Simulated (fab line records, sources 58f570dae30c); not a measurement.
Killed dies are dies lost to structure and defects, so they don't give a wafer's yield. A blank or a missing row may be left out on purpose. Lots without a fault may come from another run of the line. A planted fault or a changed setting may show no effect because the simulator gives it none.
fab line records | flow berkeley_cmos170
record lots=5 wafers=23
route steps=331 shown M3@321
start_h: hours from the record's first day to the start of the lot's first wafer shown | wait_h: hours since the lot's step before | " the same as in the row above | L1.1+2: a row that stands for several wafers | - no value, or no start given | * or withheld: withheld | < > ~ a bound
route shown NAME@n: a module of which the file shows steps, and the number in the route of the first | usual: mean/standard deviation of fault-free wafers | same: alike in all rows | chamber/n: place in a boat | sites: the reading at each site | _std_site: their standard deviation | _edge_site: outer sites' mean less inner sites' | radius_mm: how far each site lies from the wafer's centre | mask NAME#n: copy n | behind: the tool/chamber that last shaped the wafer | hold: why the lot was held/for how many hours/how that ended | device: the transistor (n, p or np) that didn't switch | end of line: the same wafers' tests at the end of the route | a step without rows: its recipe alone | killed: dies lost to structure and defects at the first sort, not the wafer's yield | map: a wafer's dies, x killed, . not, _ none there
set.NAME: the setting as run; set.NAME@STEP: as run at that earlier step | model.NAME: the simulator's own value behind a step, which no gauge read
lots whose settings were changed on purpose; a table a step, a row a wafer
## steps
# step UCB170_M3_EXPOSE_12
# recipe mask_id=METAL3 target_cd_nm=700 na=0.5 sigma_outer=0.6 source_shape=conventional dose_mj=26
# columns lot.wafer tool chamber start_h wait_h mask set.dose_mj
L075.1+5+6 krf_scanner-02 0 169.68 - METAL3#0 26
L078.1+3+4+5+6 krf_scanner-01 0 181.50 - METAL3#0 26
L080.2+4 krf_scanner-02 0 203.03 - METAL3#0 24.21
L080.3+5+6 " 0 " " METAL3#0 26
L083.1+2+6 krf_scanner-02 0 208.70 - METAL3#0 24.08
L083.4+5 " 0 " " METAL3#0 26
L082.1+2+3+5+6 krf_scanner-02 0 208.90 - METAL3#0 26
# step UCB170_M3_PEB_13
# recipe peb_temp_c=130 peb_time_s=withheld resist=KrF
# step UCB170_M3_DEVELOP_14
# recipe developer=TMAH develop_time_s=42.86 resist=KrF dev_temp_c=21
# columns lot.wafer tool chamber start_h wait_h set.dose_mj@M3_EXPOSE_12 model.M3.cd_nm
L075.1 litho_track-04 0 - - 26 698.3
L075.5 " 0 " " 26 699
L075.6 " 0 " " 26 698.6
L078.1 litho_track-02 0 - - 26 699.9
L078.3 " 0 " " 26 702
L078.4 " 0 " " 26 701.4
L078.5 " 0 " " 26 701.3
L078.6 " 0 " " 26 700.7
L080.2 litho_track-02 0 - - 24.21 711.8
L080.3 " 0 " " 26 701.7
L080.4 " 0 " " 24.21 712.9
L080.5 " 0 " " 26 701.6
L080.6 " 0 " " 26 698.2
L083.1 litho_track-01 0 - - 24.08 713.4
L083.2 " 0 " " 24.08 712.3
L083.4 " 0 " " 26 698
L083.5 " 0 " " 26 698.9
L083.6 " 0 " " 24.08 712.6
L082.1 litho_track-02 0 - - 26 703.2
L082.2 " 0 " " 26 703.6
L082.3 " 0 " " 26 701.3
L082.5 " 0 " " 26 701.8
L082.6 " 0 " " 26 703.5
# step UCB170_M3_CD_MEAS_15
# recipe target_cd_nm=700
# usual cd_nm=700.1/1.6
# columns lot.wafer tool chamber start_h wait_h set.dose_mj@M3_EXPOSE_12 cd_nm
L075.1 cd_sem-01 - 170.50 - 26 698.4
L075.5 " - " " 26 698.9
L075.6 " - " " 26 698.5
L078.1 cd_sem-02 - 181.89 - 26 699.9
L078.3 " - " " 26 701.8
L078.4 " - " " 26 701.2
L078.5 " - " " 26 701.3
L078.6 " - " " 26 700.7
L080.2 cd_sem-02 - 203.58 - 24.21 711.6
L080.3 " - " " 26 701.8
L080.4 " - " " 24.21 712.7
L080.5 " - " " 26 701.4
L080.6 " - " " 26 698.4
L083.1 cd_sem-02 - 209.17 - 24.08 713.4
L083.2 " - " " 24.08 712.1
L083.4 " - " " 26 697.9
L083.5 " - " " 26 699.3
L083.6 " - " " 24.08 712.7
L082.1 cd_sem-01 - 209.30 - 26 703.4
L082.2 " - " " 26 703.4
L082.3 " - " " 26 701.4
L082.5 " - " " 26 701.7
L082.6 " - " " 26 703.4
# step UCB170_M3_ETCH_17
# recipe chemistry=N2/H2 target_depth_a=withheld overetch_a=withheld target=BARC time_s=withheld source_w=518.7 bias_w=100 pressure_mtorr=30 n2_flow_sccm=100 h2_flow_sccm=200
# step UCB170_M3_METAL_ETCH_18
# recipe chemistry=Cl2/BCl3 target=Al stop_on=SiO2 pressure_mtorr=12 target_depth_a=11700 over_etch_frac=0.3 time_s=195 icp_w=600 bias_w=120 Cl2_flow_sccm=90 bcl3_flow_sccm=45
# usual oes_product_au=0.859/0.012
# columns lot.wafer tool chamber start_h wait_h set.time_s@M3_SPUTTER_01 set.dose_mj@M3_EXPOSE_12 oes_product_au model.M3.cd_nm
L075.1 rie_metal-01 1 170.69 - 120 26 0.871 692.9
L075.5 " 0 " " 120 26 0.838 696.8
L075.6 " 1 " " 120 26 0.867 693.2
L078.1 rie_metal-03 0 182.09 - 103.5 26 0.767 693.4
L078.3 " 0 " " 120 26 0.847 698.5
L078.4 " 1 " " 120 26 0.867 698.6
L078.5 " 0 " " 103.5 26 0.783 695.4
L078.6 " 1 " " 103.5 26 0.803 695.5
L080.2 rie_metal-01 0 203.76 - 128 24.21 0.894 712.4
L080.3 " 1 " " 120 26 0.859 699.9
L080.4 " 0 " " 120 24.21 0.855 711.8
L080.5 " 0 " " 128 26 0.889 702.2
L080.6 " 1 " " 120 26 0.859 695.7
L083.1 rie_metal-01 1 209.37 - 135 24.08 0.914 710.3
L083.2 " 0 " " 120 24.08 0.858 717.5
L083.4 " 1 " " 135 26 0.925 696.9
L083.5 " 1 " " 120 26 0.852 698.6
L083.6 " 0 " " 120 24.08 0.846 714.8
L082.1 rie_metal-03 1 209.49 - 136.6 26 0.937 693.2
L082.2 " 0 " " 136.6 26 0.911 700.9
L082.3 " 0 " " 120 26 0.850 696.3
L082.5 " 1 " " 136.6 26 0.932 694.2
L082.6 " 0 " " 120 26 0.846 700.1
# step UCB170_M3_STRIP_19
# recipe chemistry=O2 power_w=400 pressure_mtorr=3500 platen_temp_c=withheld o2_flow_sccm=400 overash_fraction=0.5
# step UCB170_M3_CD_MEAS_90
# recipe target_cd_nm=700
# usual cd_nm=698/3.1
# columns lot.wafer tool chamber start_h wait_h set.dose_mj@M3_EXPOSE_12 cd_nm
L075.1 cd_sem-02 - 170.98 0.1 26 693
L075.5 " - " " 26 697
L075.6 " - " " 26 693
L078.1 cd_sem-01 - 182.38 0.1 26 693
L078.3 " - " " 26 699
L078.4 " - " " 26 698
L078.5 " - " " 26 696
L078.6 " - " " 26 696
L080.2 cd_sem-01 - 204.07 0.1 24.21 713
L080.3 " - " " 26 700
L080.4 " - " " 24.21 712
L080.5 " - " " 26 702
L080.6 " - " " 26 696
L083.1 cd_sem-02 - 209.66 0.1 24.08 710
L083.2 " - " " 24.08 718
L083.4 " - " " 26 697
L083.5 " - " " 26 699
L083.6 " - " " 24.08 715
L082.1 cd_sem-01 - 209.78 0.1 26 693
L082.2 " - " " 26 701
L082.3 " - " " 26 697
L082.5 " - " " 26 694
L082.6 " - " " 26 700
## key
split step=UCB170_M3_EXPOSE_12 setting=dose_mj stated=26 by=wafer
response step=UCB170_M3_DEVELOP_14 reading=model.M3.cd_nm change=-1.83 per=1% r=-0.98
response step=UCB170_M3_CD_MEAS_15 reading=cd_nm change=-1.81 per=1% r=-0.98
response step=UCB170_M3_METAL_ETCH_18 reading=model.M3.cd_nm change=-2.06 per=1% r=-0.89
response step=UCB170_M3_CD_MEAS_90 reading=cd_nm change=-2.06 per=1% r=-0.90
split outside_this_file step=UCB170_M3_SPUTTER_01 setting=time_s
# split outside_this_file: this setting was split too, and the file shows its column; the key of that split is in another file
